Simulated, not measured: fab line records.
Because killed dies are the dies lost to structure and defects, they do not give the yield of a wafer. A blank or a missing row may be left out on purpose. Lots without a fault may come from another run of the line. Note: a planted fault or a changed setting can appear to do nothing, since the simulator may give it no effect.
Problem report in the 8D (eight disciplines) form, filled by code :: flow rit-cmos :: the parts of the form that need people (team, actions taken, sign-off) are left out

== 1. THE PROBLEM ==
Mean PRETRO_TW at RIT_PRETRO_TW_MEAS_10: 518.3 over 6 wafers in 2 lots; fault-free wafers: 470.4, standard deviation 2.5. Measured from the usual mean, that is +19 standard deviations.
First seen on wafer L364.1, day 6 07:07, on film-metro-04. The record holds 42 wafers of 14 lots with a number at this step. Rule for "out", or "out of limits": more than 4 standard deviations from the usual mean. Any other wafer with a number is counted as sound.

== 2. WHAT IT IS, WHAT IT ISN'T ==
question: which readings at this step
is: PRETRO_TW
is not: -

question: which lots
is: L364, L365
is not: L346, L348, L349, L350, L351, L353, L355, L356, L357, L358, L360, L362

question: which wafers of those lots
is: all that have a number
is not: -

question: read on which gauges
is: film-metro-02, film-metro-04
is not: film-metro-01

question: when
is: from day 6 07:07
is not: up to then (36 sound wafers)

== 3. WHAT RULES OUT EACH SUSPECT ==
Counting: any tool at a process step up to the reading is kept as a suspect provided that every lot that is out went through it and no sound lot did after the first of them.
- the gauge at RIT_PRETRO_TW_MEAS_10 has been ruled out. 2 gauges (film-metro-02, film-metro-04) read the wafers that are out.
- implanter-02 at RIT_PRETRO_IMPLANT_08: kept. All lots that are out passed through it, beginning with L364 at day 6 06:47, and no sound lot followed; its final sound lot before that point was L362 at day 5 20:35. Its own readings are out on those wafers: dose-ions-cm2, faraday-current-uA.
The count leaves implanter-02 at RIT_PRETRO_IMPLANT_08.

== 4. THE CAUSE (what the simulator had put in) ==
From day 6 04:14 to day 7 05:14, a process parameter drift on implanter-02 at RIT_PRETRO_IMPLANT_08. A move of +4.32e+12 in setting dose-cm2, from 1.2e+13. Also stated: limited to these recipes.
The count eliminated every tool but this one.

== 5. THE CHAIN OF EFFECTS, in route order ==
Rows list readings where the struck wafers' mean (over those with a number) sits beyond 3 standard deviations from the usual. Scope: only readings with a usual standard deviation given in the record; hours: median across lots of the time from each lot's start at the first step in this table that gives one to its start at this step; sigmas: change in usual standard deviations.
hours: 0
step: RIT_PRETRO_IMPLANT_08
reading: dose-ions-cm2
usual: 1.2001e+13
on struck wafers: 1.6327e+13
change: +4.3260e+12
sigmas: +99 or more

hours: 0
step: RIT_PRETRO_IMPLANT_08
reading: faraday-current-uA
usual: 38.1
on struck wafers: 52.4
change: +14.2
sigmas: +20

hours: 0
step: RIT_PRETRO_TW_MEAS_10
reading: PRETRO_TW
usual: 470.4
on struck wafers: 518.3
change: +47.9
sigmas: +19
Here are the process steps it includes:
- RIT_PRETRO_IMPLANT_08

== 6. HOW IT WOULD HAVE BEEN CAUGHT EARLIER ==
In this record the first reading out of limits at a measuring or inspecting step was taken at day 6 07:07, 3 hours after the fault began at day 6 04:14.
At RIT_PRETRO_IMPLANT_08, the tool's own readings (dose-ions-cm2, faraday-current-uA) were out on each struck wafer the step has a row for, so an alarm limit on them would have fired on the first such wafer.
Among the 2 lots that are out, L365 began RIT_PRETRO_IMPLANT_08 on implanter-02 after day 6 07:07. A hold on the tool at that time would have spared it.
